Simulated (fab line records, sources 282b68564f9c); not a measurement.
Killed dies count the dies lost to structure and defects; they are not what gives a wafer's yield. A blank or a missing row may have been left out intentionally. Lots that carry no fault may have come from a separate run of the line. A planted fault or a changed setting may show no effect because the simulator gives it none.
Which tool is to blame? ; flow rit-cmos ; Sampling: 7 lots, 21 wafers, 2 of 202 route steps

== WHAT THE GAUGES SHOWED, per wafer ==
RIT_NRETRO_OVL_MEAS_06.
lot;measured;on;NRETRO_OVL (nm)
L570;day 2 16:22;overlay-01;0.2 1.3 0.3
L573;day 3 07:23;overlay-02;-0.3 -0.9 -0.2
L578;day 4 07:10;overlay-01;1.1 -2.4 0.0
L583;day 5 08:26;overlay-01;0.4 2.1 0.2
L586;day 5 23:38;overlay-02;0.1 0.2 -0.8
L588;day 6 08:39;overlay-01;1.3 2.1 0.0
L590;day 6 18:53;overlay-01;2.2 0.5 0.1

== WHAT TOOL EACH LOT RAN ON (gives the tool, then ch and the chambers of the sampled wafers, and finally the start) ==
lot;RIT_PWELL_STRIP_09
L570;plasma-asher-03 ch 0,1, day 2 09:56
L573;plasma-asher-02 ch 0,1, day 3 00:50
L578;plasma-asher-02 ch 0,1, day 4 00:24
L583;plasma-asher-02 ch 1, day 5 02:00
L586;plasma-asher-03 ch 0,1, day 5 16:23
L588;plasma-asher-03 ch 0,1, day 6 02:13
L590;plasma-asher-04 ch 0,1, day 6 12:22
- RIT_PWELL_STRIP_09: strips in O2, time 180 s.

== THE ANSWER, worked out from the rows above alone ==
Rule: what is usual is taken from the lots themselves. The widest of any qualifying gaps counts: lots, ordered by their means at a reading, are off when they make up no more than a third of the lots, leave a main group of 4 or more, and stand apart from it by 3 or more times the standard deviation of that group's means. The tables above print the reading to a certain number of digits; a main group whose means all agree to those digits is not used. A lot without any number at a reading at which 4 lots or more have one is off too. The other lots that the step has rows for count as sound.
Across all readings shown, no lot is off: no conclusion can be drawn from this.

== WHAT THE SIMULATOR HAD INSERTED ==
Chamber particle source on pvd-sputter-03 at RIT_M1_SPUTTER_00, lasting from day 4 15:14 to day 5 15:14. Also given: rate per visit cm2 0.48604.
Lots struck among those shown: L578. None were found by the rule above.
